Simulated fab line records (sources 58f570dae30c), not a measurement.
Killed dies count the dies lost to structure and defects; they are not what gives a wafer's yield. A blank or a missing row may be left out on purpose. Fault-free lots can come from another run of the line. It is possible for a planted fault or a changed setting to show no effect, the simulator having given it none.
fab line records    flow berkeleyCmos170
[record] lots = 5  wafers = 15  lastDay = 12
route steps=331 shown PLDD@147 NLDD@158 SPACER@171
lots with no fault: from the same line, run without faults
startH: the number of hours between the record's first day and the start of the first shown wafer of the lot    waitH: hours from the lot's prior step to this one    " unchanged from the row above    L1.1+2: a single row standing in for several wafers    - value missing, or start not given    * or withheld: withheld    < > ~ a bound
route shown NAME@n: names a module that has steps shown in the file, with the first one's number in the route    usual: mean/standard deviation of fault-free wafers    same: alike in all rows    chamber/n: place in a boat    sites: per-site readings    _std_site: standard deviation of those values    _edge_site: inner sites' mean taken away from outer sites' mean    radiusMm: how far each site lies from the wafer's centre    mask NAME#n: copy n    behind: the tool/chamber that last shaped the wafer    hold: cause of the lot's hold/its duration in hours/its outcome    device: names the non-switching transistor (n, p or np)    end of line: the same wafers' tests at the end of the route    where a step has no rows: the recipe by itself    killed: dies lost to structure and defects at the first sort, not the wafer's yield    map: the dies of a wafer, with x for killed, . for not killed, _ for no die there
set.NAME: the setting the step ran with; set.NAME@STEP: the setting that earlier step ran with    model.NAME: the simulator's own value behind a step, which no gauge read
lots at selected steps of the route; one table per step, one row per wafer
services: from which hour (startH, from the record's first day; less than 0 if before it) a tool's chamber was out of use, for how many hours, and why
[[steps]]
[step UCB170_PLDD_SOFTBAKE_02]
[recipe] resist = KrF  tempC = 130  timeS = 60
[usual] resistLineTempC = 23.03/0.1
lot.wafer  tool           chamber  startH  waitH  resistLineTempC
L081.4     lithoTrack-04  0        185.05  0.1    22.86
L081.5     "              0        "       "      22.93
L081.6     "              0        "       "      23.00
L079.1     lithoTrack-03  0        185.06  0.1    23.04
L079.3     "              0        "       "      23.04
L079.6     "              0        "       "      23.16
L084.1     lithoTrack-03  0        215.25  0.1    23.14
L084.3     "              0        "       "      23.04
L084.4     "              0        "       "      23.02
L088.2     lithoTrack-04  0        215.76  0.1    23.17
L088.3     "              0        "       "      23.09
L088.6     "              0        "       "      23.12
L092.2     lithoTrack-02  0        257.19  0.1    23.06
L092.4     "              0        "       "      23.07
L092.5     "              0        "       "      22.97
[step UCB170_PLDD_EXPOSE_03]
[recipe] maskId = PSELECT  na = 0.5  sigmaOuter = 0.6  sourceShape = conventional  targetCdNm = 1200  doseMj = 30
lot.wafer   tool           chamber  startH  waitH  mask
L081.4+5+6  krfScanner-01  0        185.18  0.1    PSELECT#0
L079.1+3+6  krfScanner-02  0        185.37  0.3    PSELECT#0
L084.1+3+4  krfScanner-01  0        215.40  0.1    PSELECT#0
L088.2+3+6  krfScanner-02  0        216.11  0.3    PSELECT#0
L092.2+4+5  krfScanner-02  0        257.46  0.2    PSELECT#0
[step UCB170_PLDD_PEB_04]
[recipe] pebTempC = 130  pebTimeS = withheld  resist = KrF
[usual] resistLineTempC = 23.03/0.12
lot.wafer  tool           chamber  startH  waitH  resistLineTempC
L079.1     lithoTrack-02  0        185.54  0.2    23.01
L079.3     "              0        "       "      23.09
L079.6     "              0        "       "      23.08
L081.4     lithoTrack-03  0        185.56  0.4    23.30
L081.5     "              0        "       "      23.29
L081.6     "              0        "       "      23.23
L084.1     lithoTrack-03  0        215.85  0.4    23.01
L084.3     "              0        "       "      23.22
L084.4     "              0        "       "      23.15
L088.2     lithoTrack-02  0        216.44  0.3    22.91
L088.3     "              0        "       "      23.07
L088.6     "              0        "       "      22.98
L092.2     lithoTrack-03  0        257.88  0.4    23.04
L092.4     "              0        "       "      22.97
L092.5     "              0        "       "      22.92
[step UCB170_PLDD_DEVELOP_05]
[recipe] developer = TMAH  developTimeS = 45  resist = KrF  devTempC = 21
[usual] resistLineTempC = 23.00/0.098
lot.wafer  tool           chamber  startH  waitH  resistLineTempC
L079.1     lithoTrack-02  0        -       -      23.01
L079.3     "              0        "       "      22.95
L079.6     "              0        "       "      22.92
L081.4     lithoTrack-03  0        -       -      23.06
L081.5     "              0        "       "      22.93
L081.6     "              0        "       "      22.95
L084.1     lithoTrack-03  0        -       -      23.01
L084.3     "              0        "       "      23.13
L084.4     "              0        "       "      23.06
L088.2     lithoTrack-02  0        -       -      23.00
L088.3     "              0        "       "      22.97
L088.6     "              0        "       "      23.15
L092.2     lithoTrack-03  0        -       -      23.10
L092.4     "              0        "       "      22.99
L092.5     "              0        "       "      23.03
[step UCB170_PLDD_CD_MEAS_06]
[recipe] targetCdNm = 1200
[usual] cdNm = 1200.0/1.6
lot.wafer  tool      chamber  startH  waitH  cdNm
L081.4     cdSem-02  -        185.82  -      1202.0
L081.5     "         -        "       "      1201.9
L081.6     "         -        "       "      1202.0
L079.1     cdSem-01  -        185.85  -      1198.6
L079.3     "         -        "       "      1198.7
L079.6     "         -        "       "      1198.1
L084.1     cdSem-02  -        216.13  -      1200.1
L084.3     "         -        "       "      1201.2
L084.4     "         -        "       "      1199.8
L088.2     cdSem-02  -        216.71  -      1198.4
L088.3     "         -        "       "      1198.8
L088.6     "         -        "       "      1198.2
L092.2     cdSem-02  -        258.15  -      1196.5
L092.4     "         -        "       "      1195.7
L092.5     "         -        "       "      1196.7
[step UCB170_PLDD_OVL_MEAS_07]
[usual] PLDD_OVL = -1/4.7
lot.wafer  tool        chamber  startH  waitH  PLDD_OVL[nm]
L081.4     overlay-02  -        185.90  0.1    -4
L081.5     "           -        "       "      0
L081.6     "           -        "       "      -5
L079.1     overlay-01  -        185.97  0.1    -2
L079.3     "           -        "       "      -9
L079.6     "           -        "       "      2
L084.1     overlay-01  -        216.25  0.1    -4
L084.3     "           -        "       "      -2
L084.4     "           -        "       "      4
L088.2     overlay-01  -        216.82  0.1    -2
L088.3     "           -        "       "      0
L088.6     "           -        "       "      -6
L092.2     overlay-01  -        258.25  0.1    -2
L092.4     "           -        "       "      -2
L092.5     "           -        "       "      0
[step UCB170_PLDD_IMPLANT_08]
[recipe] species = BF2  doseCm2 = 5e+13  energyKev = 10  tiltDeg = 7  rotationDeg = 0
[usual] endStationPressureTorr = 5.13e-06/2.6e-07  faradayCurrentUA = 159/3.1
lot.wafer  tool          chamber  startH  waitH  endStationPressureTorr  faradayCurrentUA
L081.4     implanter-04  0        185.99  0.1    5.37e-06                157
L081.5     "             0        "       "      5e-06                   158
L081.6     "             0        "       "      4.65e-06                159
L079.1     implanter-01  0        186.00  0.0    4.8e-06                 158
L079.3     "             0        "       "      5.36e-06                161
L079.6     "             0        "       "      5.17e-06                157
L084.1     implanter-02  0        216.28  0.0    5.21e-06                160
L084.3     "             0        "       "      5.63e-06                160
L084.4     "             0        "       "      5.39e-06                160
L088.2     implanter-01  0        216.88  0.0    5.18e-06                158
L088.3     "             0        "       "      5.43e-06                158
L088.6     "             0        "       "      5.32e-06                165
L092.2     implanter-04  0        258.31  0.0    5.42e-06                154
L092.4     "             0        "       "      5.25e-06                159
L092.5     "             0        "       "      4.67e-06                156
[step UCB170_PLDD_IMPLANT_09]
[recipe] species = BF2  doseCm2 = 5e+13  energyKev = 10  tiltDeg = 7  rotationDeg = 180
[usual] endStationPressureTorr = 5.13e-06/2.5e-07  faradayCurrentUA = 158.7/3
lot.wafer  tool          chamber  startH  waitH  endStationPressureTorr  faradayCurrentUA
L081.4     implanter-04  0        186.14  0.1    5.22e-06                161.0
L081.5     "             0        "       "      4.92e-06                157.8
L081.6     "             0        "       "      5.1e-06                 157.6
L079.1     implanter-01  0        186.15  0.1    5.13e-06                159.6
L079.3     "             0        "       "      4.98e-06                158.1
L079.6     "             0        "       "      5.09e-06                159.7
L084.1     implanter-02  0        216.43  0.1    5.06e-06                157.5
L084.3     "             0        "       "      5.43e-06                161.9
L084.4     "             0        "       "      5.13e-06                156.6
L088.2     implanter-01  0        217.03  0.1    5.23e-06                156.0
L088.3     "             0        "       "      4.67e-06                164.0
L088.6     "             0        "       "      5.56e-06                158.8
L092.2     implanter-04  0        258.46  0.1    4.78e-06                162.3
L092.4     "             0        "       "      5.09e-06                157.7
L092.5     "             0        "       "      5e-06                   162.6
[step UCB170_PLDD_STRIP_10]
[recipe] chemistry = O2  powerW = 400  pressureMtorr = 3500  platenTempC = withheld  o2FlowSccm = 400  overashFraction = 0.5
[usual] drypumpMotorCurrentA = 6.1/0.44  oesProductAu = 0.734/0.0048  stripTimeToEndpointS = 21.59/0.069
lot.wafer  tool            chamber  startH  waitH  drypumpMotorCurrentA  oesProductAu  rfHoursCounterH  stripTimeToEndpointS
L081.4     plasmaAsher-04  0        186.25  0.1    6.4                   0.734         -                21.60
L081.5     "               1        "       "      5.7                   0.735         -                21.53
L081.6     "               0        "       "      6.3                   0.733         -                21.64
L079.1     plasmaAsher-01  0        186.30  0.1    6.3                   0.734         41               21.58
L079.3     "               0        "       "      6.3                   0.725         -                21.53
L079.6     "               0        "       "      6.3                   0.727         -                21.59
L084.1     plasmaAsher-01  0        216.58  0.1    6.3                   0.740         44               21.71
L084.3     "               1        "       "      6.5                   0.739         -                21.66
L084.4     "               0        "       "      6.3                   0.735         -                21.73
L088.2     plasmaAsher-03  0        217.15  0.1    5.2                   0.739         52               21.53
L088.3     "               1        "       "      6.4                   0.735         -                21.54
L088.6     "               1        "       "      6.4                   0.731         -                21.65
L092.2     plasmaAsher-01  1        258.58  0.1    6.5                   0.739         48               21.53
L092.4     "               1        "       "      6.5                   0.737         -                21.56
L092.5     "               0        "       "      6.3                   0.728         -                21.59
[step UCB170_PLDD_TW_MEAS_11]
[usual] PLDD_TW = 1009/9
lot.wafer  tool          chamber  startH  waitH  PLDD_TW
L081.4     filmMetro-01  -        186.35  0.1    1002
L081.5     "             -        "       "      1002
L081.6     "             -        "       "      1005
L079.1     filmMetro-02  -        186.40  0.1    1005
L079.3     "             -        "       "      1002
L079.6     "             -        "       "      1001
L084.1     filmMetro-04  -        216.68  0.1    1018
L084.3     "             -        "       "      1019
L084.4     "             -        "       "      1019
L088.2     filmMetro-04  -        217.26  0.1    1008
L088.3     "             -        "       "      1018
L088.6     "             -        "       "      1021
L092.2     filmMetro-02  -        258.69  0.1    1002
L092.4     "             -        "       "      1005
L092.5     "             -        "       "      1007
[step UCB170_PLDD_CLEAN_12]
[recipe] chemistry = SPM  tempC = 120  timeS = 600
lot.wafer   tool         chamber  startH  waitH
L081.4+5+6  wetBench-03  1        186.40  0.0
L079.1+3+6  wetBench-03  0        186.59  0.2
L084.1+3+4  wetBench-02  2        216.74  0.1
L088.2+3+6  wetBench-04  0        217.31  0.0
L092.2+4+5  wetBench-03  2        258.74  0.0
[step UCB170_NLDD_HMDS_00]
[recipe] primeTimeS = 60  primeTempC = 100
[usual] resistLineTempC = 23.00/0.11
lot.wafer  tool           chamber  startH  waitH  resistLineTempC
L079.1     lithoTrack-03  0        186.88  0.1    22.90
L079.3     "              0        "       "      22.90
L079.6     "              0        "       "      23.00
L081.4     lithoTrack-01  0        186.92  0.3    23.01
L081.5     "              0        "       "      22.87
L081.6     "              0        "       "      22.94
L084.1     lithoTrack-02  0        216.97  0.1    22.99
L084.3     "              0        "       "      23.05
L084.4     "              0        "       "      23.02
L088.2     lithoTrack-03  0        217.51  0.0    22.86
L088.3     "              0        "       "      23.08
L088.6     "              0        "       "      22.95
L092.2     lithoTrack-01  0        259.08  0.2    22.98
L092.4     "              0        "       "      23.07
L092.5     "              0        "       "      23.03
[step UCB170_NLDD_COAT_01]
[recipe] resist = KrF  spinRpm = 1500  resistThkNm = 900
[usual] resistLineTempC = 23.03/0.1
lot.wafer  tool           chamber  startH  waitH  resistLineTempC
L079.1     lithoTrack-03  0        187.03  0.1    22.94
L079.3     "              0        "       "      22.97
L079.6     "              0        "       "      23.02
L081.4     lithoTrack-01  0        187.07  0.1    23.02
L081.5     "              0        "       "      23.24
L081.6     "              0        "       "      22.93
L084.1     lithoTrack-02  0        217.12  0.1    23.09
L084.3     "              0        "       "      22.94
L084.4     "              0        "       "      22.99
L088.2     lithoTrack-03  0        217.66  0.1    23.24
L088.3     "              0        "       "      22.88
L088.6     "              0        "       "      23.06
L092.2     lithoTrack-01  0        259.23  0.1    22.93
L092.4     "              0        "       "      23.05
L092.5     "              0        "       "      22.85
[step UCB170_NLDD_SOFTBAKE_02]
[recipe] resist = KrF  tempC = 130  timeS = 60
[usual] resistLineTempC = 23.01/0.11
lot.wafer  tool           chamber  startH  waitH  resistLineTempC
L079.1     lithoTrack-03  0        187.18  0.1    23.10
L079.3     "              0        "       "      23.07
L079.6     "              0        "       "      23.11
L081.4     lithoTrack-01  0        187.22  0.1    23.12
L081.5     "              0        "       "      22.92
L081.6     "              0        "       "      23.02
L084.1     lithoTrack-02  0        217.27  0.1    23.11
L084.3     "              0        "       "      23.27
L084.4     "              0        "       "      23.06
L088.2     lithoTrack-03  0        217.81  0.1    22.97
L088.3     "              0        "       "      23.10
L088.6     "              0        "       "      22.89
L092.2     lithoTrack-01  0        259.38  0.1    23.02
L092.4     "              0        "       "      22.95
L092.5     "              0        "       "      22.86
[step UCB170_NLDD_EXPOSE_03]
[recipe] maskId = NSELECT  na = 0.5  sigmaOuter = 0.6  sourceShape = conventional  targetCdNm = 1200  doseMj = 30
lot.wafer   tool           chamber  startH  waitH  mask
L081.4+5+6  krfScanner-02  0        187.55  0.3    NSELECT#0
L079.1+3+6  krfScanner-02  0        187.61  0.4    NSELECT#0
L084.1+3+4  krfScanner-02  0        217.42  0.1    NSELECT#0
L088.2+3+6  krfScanner-02  0        218.24  0.4    NSELECT#0
L092.2+4+5  krfScanner-01  0        259.53  0.1    NSELECT#0
[step UCB170_NLDD_PEB_04]
[recipe] pebTempC = 130  pebTimeS = withheld  resist = KrF
[usual] resistLineTempC = 23.02/0.11
lot.wafer  tool           chamber  startH  waitH  resistLineTempC
L081.4     lithoTrack-03  0        187.68  0.1    22.97
L081.5     "              0        "       "      23.02
L081.6     "              0        "       "      23.00
L079.1     lithoTrack-01  0        187.75  0.1    22.91
L079.3     "              0        "       "      23.05
L079.6     "              0        "       "      23.09
L084.1     lithoTrack-02  0        217.54  0.1    22.93
L084.3     "              0        "       "      23.13
L084.4     "              0        "       "      23.10
L088.2     lithoTrack-03  0        218.41  0.2    23.11
L088.3     "              0        "       "      23.18
L088.6     "              0        "       "      23.00
L092.2     lithoTrack-02  0        259.97  0.4    23.12
L092.4     "              0        "       "      22.97
L092.5     "              0        "       "      22.99
[step UCB170_NLDD_DEVELOP_05]
[recipe] developer = TMAH  developTimeS = 45  resist = KrF  devTempC = 21
[usual] resistLineTempC = 22.99/0.1
lot.wafer  tool           chamber  startH  waitH  resistLineTempC
L081.4     lithoTrack-03  0        -       -      22.94
L081.5     "              0        "       "      23.04
L081.6     "              0        "       "      22.86
L079.1     lithoTrack-01  0        -       -      22.82
L079.3     "              0        "       "      22.94
L079.6     "              0        "       "      22.92
L084.1     lithoTrack-02  0        -       -      22.94
L084.3     "              0        "       "      23.09
L084.4     "              0        "       "      23.05
L088.2     lithoTrack-03  0        -       -      23.06
L088.3     "              0        "       "      23.04
L088.6     "              0        "       "      23.08
L092.2     lithoTrack-02  0        -       -      23.01
L092.4     "              0        "       "      22.98
L092.5     "              0        "       "      23.06
[step UCB170_NLDD_CD_MEAS_06]
[recipe] targetCdNm = 1200
[usual] cdNm = 1200.0/1.3
lot.wafer  tool      chamber  startH  waitH  cdNm
L081.4     cdSem-02  -        187.94  -      1200.5
L081.5     "         -        "       "      1198.9
L081.6     "         -        "       "      1199.2
L079.1     cdSem-01  -        188.02  -      1200.6
L079.3     "         -        "       "      1199.1
L079.6     "         -        "       "      1200.2
L084.1     cdSem-01  -        217.81  -      1200.1
L084.3     "         -        "       "      1199.1
L084.4     "         -        "       "      1200.0
L088.2     cdSem-02  -        218.68  -      1200.9
L088.3     "         -        "       "      1199.5
L088.6     "         -        "       "      1200.2
L092.2     cdSem-01  -        260.24  -      1201.0
L092.4     "         -        "       "      1201.1
L092.5     "         -        "       "      1199.6
[step UCB170_NLDD_OVL_MEAS_07]
[usual] NLDD_OVL = 0/5.6
lot.wafer  tool        chamber  startH  waitH  NLDD_OVL[nm]
L081.4     overlay-02  -        188.02  0.1    -5
L081.5     "           -        "       "      2
L081.6     "           -        "       "      -5
L079.1     overlay-02  -        188.14  0.1    8
L079.3     "           -        "       "      3
L079.6     "           -        "       "      11
L084.1     overlay-01  -        217.93  0.1    2
L084.3     "           -        "       "      -1
L084.4     "           -        "       "      1
L088.2     overlay-01  -        218.79  0.1    -3
L088.3     "           -        "       "      -7
L088.6     "           -        "       "      2
L092.2     overlay-01  -        260.34  0.1    -4
L092.4     "           -        "       "      -2
L092.5     "           -        "       "      -4
[step UCB170_NLDD_IMPLANT_08]
[recipe] species = As  doseCm2 = 5e+13  energyKev = 30  tiltDeg = 7  rotationDeg = 0
[usual] endStationPressureTorr = 5.16e-06/2.7e-07  faradayCurrentUA = 159/3.1
lot.wafer  tool          chamber  startH  waitH  endStationPressureTorr  faradayCurrentUA
L081.4     implanter-04  0        188.11  0.1    5.19e-06                164
L081.5     "             0        "       "      4.87e-06                157
L081.6     "             0        "       "      4.97e-06                155
L079.1     implanter-03  0        188.18  0.0    5.1e-06                 159
L079.3     "             0        "       "      5.46e-06                162
L079.6     "             0        "       "      4.87e-06                158
L084.1     implanter-03  0        217.97  0.0    5.08e-06                159
L084.3     "             0        "       "      5.12e-06                159
L084.4     "             0        "       "      4.95e-06                158
L088.2     implanter-02  0        218.84  0.0    5.23e-06                162
L088.3     "             0        "       "      5.26e-06                159
L088.6     "             0        "       "      5.23e-06                159
L092.2     implanter-04  0        260.40  0.0    5.22e-06                158
L092.4     "             0        "       "      5.06e-06                157
L092.5     "             0        "       "      5.09e-06                161
[step UCB170_NLDD_IMPLANT_09]
[recipe] species = As  doseCm2 = 5e+13  energyKev = 30  tiltDeg = 7  rotationDeg = 180
[usual] endStationPressureTorr = 5.14e-06/2.5e-07  faradayCurrentUA = 158.8/2.9
lot.wafer  tool          chamber  startH  waitH  endStationPressureTorr  faradayCurrentUA
L081.4     implanter-04  0        188.26  0.1    4.75e-06                157.7
L081.5     "             0        "       "      5.35e-06                154.5
L081.6     "             0        "       "      5.31e-06                156.6
L079.1     implanter-03  0        188.33  0.1    5.04e-06                156.5
L079.3     "             0        "       "      4.67e-06                158.3
L079.6     "             0        "       "      5.63e-06                158.4
L084.1     implanter-03  0        218.12  0.1    5.05e-06                166.4
L084.3     "             0        "       "      5.33e-06                163.5
L084.4     "             0        "       "      4.88e-06                162.1
L088.2     implanter-02  0        218.99  0.1    5.8e-06                 158.7
L088.3     "             0        "       "      5.03e-06                155.4
L088.6     "             0        "       "      5.07e-06                160.8
L092.2     implanter-04  0        260.55  0.1    5.3e-06                 159.7
L092.4     "             0        "       "      5.44e-06                159.0
L092.5     "             0        "       "      5.31e-06                154.0
[step UCB170_NLDD_STRIP_10]
[recipe] chemistry = O2  powerW = 400  pressureMtorr = 3500  platenTempC = withheld  o2FlowSccm = 400  overashFraction = 0.5
[usual] drypumpMotorCurrentA = 5.8/0.56  oesProductAu = 0.735/0.0047  stripTimeToEndpointS = 21.60/0.058
lot.wafer  tool            chamber  startH  waitH  drypumpMotorCurrentA  oesProductAu  rfHoursCounterH  stripTimeToEndpointS
L081.4     plasmaAsher-02  0        188.37  0.1    5.2                   0.736         -                21.63
L081.5     "               0        "       "      5.2                   0.737         -                21.64
L081.6     "               1        "       "      5.4                   0.730         -                21.65
L079.1     plasmaAsher-02  0        188.48  0.1    5.2                   0.734         42               21.67
L079.3     "               0        "       "      5.2                   0.738         -                21.60
L079.6     "               0        "       "      5.2                   0.732         -                21.58
L084.1     plasmaAsher-01  0        218.27  0.1    6.3                   0.728         45               21.44
L084.3     "               0        "       "      6.3                   0.728         -                21.50
L084.4     "               1        "       "      6.5                   0.735         -                21.50
L088.2     plasmaAsher-01  1        219.12  0.1    6.5                   0.734         45               21.63
L088.3     "               1        "       "      6.5                   0.736         -                21.66
L088.6     "               0        "       "      6.3                   0.734         -                21.71
L092.2     plasmaAsher-03  0        260.67  0.1    5.2                   0.729         57               21.60
L092.4     "               0        "       "      5.2                   0.730         -                21.56
L092.5     "               0        "       "      5.2                   0.734         -                21.58
[step UCB170_NLDD_TW_MEAS_11]
[usual] NLDD_TW = 2214/21
lot.wafer  tool          chamber  startH  waitH  NLDD_TW
L081.4     filmMetro-01  -        188.47  0.1    2190
L081.5     "             -        "       "      2198
L081.6     "             -        "       "      2191
L079.1     filmMetro-04  -        188.58  0.1    2240
L079.3     "             -        "       "      2231
L079.6     "             -        "       "      2242
L084.1     filmMetro-02  -        218.37  0.1    2198
L084.3     "             -        "       "      2196
L084.4     "             -        "       "      2212
L088.2     filmMetro-02  -        219.23  0.1    2208
L088.3     "             -        "       "      2194
L088.6     "             -        "       "      2211
L092.2     filmMetro-01  -        260.78  0.1    2201
L092.4     "             -        "       "      2203
L092.5     "             -        "       "      2213
[step UCB170_NLDD_CLEAN_12]
[recipe] chemistry = SPM  tempC = 120  timeS = 600
lot.wafer   tool         chamber  startH  waitH
L081.4+5+6  wetBench-03  3        188.50  0.0
L079.1+3+6  wetBench-03  1        188.69  0.1
L084.1+3+4  wetBench-04  3        218.43  0.1
L088.2+3+6  wetBench-01  1        219.28  0.0
L092.2+4+5  wetBench-04  2        260.95  0.2
[step UCB170_SPACER_CVD_00]
[recipe] material = SiO2  targetThkNm = 376  tempC = 390  precursor = TEOS/O2  timeS = 47  rfW = 534.3  pressureMtorr = 9000
[usual] heaterPowerW = 268/70  rfFwdPowerW = 528.3/3
lot.wafer  tool      chamber  startH  waitH  heaterPowerW  rfFwdPowerW
L081.4     pecvd-03  1        188.71  0.0    219           531.4
L081.5     "         2        "       "      163           530.1
L081.6     "         0        "       "      239           526.1
L079.1     pecvd-02  1        188.88  0.0    276           531.7
L079.3     "         0        "       "      380           530.3
L079.6     "         1        "       "      284           530.4
L084.1     pecvd-02  1        218.60  0.0    305           528.0
L084.3     "         0        "       "      308           532.8
L084.4     "         0        "       "      322           532.2
L088.2     pecvd-03  0        219.63  0.0    331           525.2
L088.3     "         1        "       "      310           533.6
L088.6     "         0        "       "      344           524.8
L092.2     pecvd-03  0        261.12  0.0    270           524.9
L092.4     "         1        "       "      265           528.6
L092.5     "         2        "       "      185           526.5
[step UCB170_SPACER_THK_MEAS_01]
[recipe] reads = SiO2_of_SPACER_CVD_00
[usual] SPACER_TEOS_THK = 373/4.4
lot.wafer  tool          chamber  startH  waitH  SPACER_TEOS_THK[nm]
L081.4     filmMetro-02  -        188.76  0.0    377
L081.5     "             -        "       "      374
L081.6     "             -        "       "      373
L079.1     filmMetro-01  -        188.92  0.0    371
L079.3     "             -        "       "      367
L079.6     "             -        "       "      375
L084.1     filmMetro-01  -        218.65  0.0    365
L084.3     "             -        "       "      366
L084.4     "             -        "       "      371
L088.2     filmMetro-01  -        219.68  0.0    363
L088.3     "             -        "       "      367
L088.6     "             -        "       "      370
L092.2     filmMetro-03  -        261.18  0.0    367
L092.4     "             -        "       "      380
L092.5     "             -        "       "      376
[[services]]
tool            chamber  startH  hours  kind
wetBench-02     -        165.55  2.1    repair
plasmaAsher-03  -        175.51  13.0   repair
implanter-04    -        178.34  1.4    repair
krfScanner-02   -        194.49  0.8    pm
pecvd-02        -        199.23  0.8    repair
krfScanner-01   -        200.16  0.8    pm
plasmaAsher-01  -        205.16  2.2    repair
implanter-02    -        210.48  3.2    pm
krfScanner-01   -        228.56  1.0    pm
krfScanner-01   -        236.30  4.0    pm
implanter-03    -        239.65  4.5    repair
implanter-02    -        252.36  1.9    repair
[[key]]
fault none
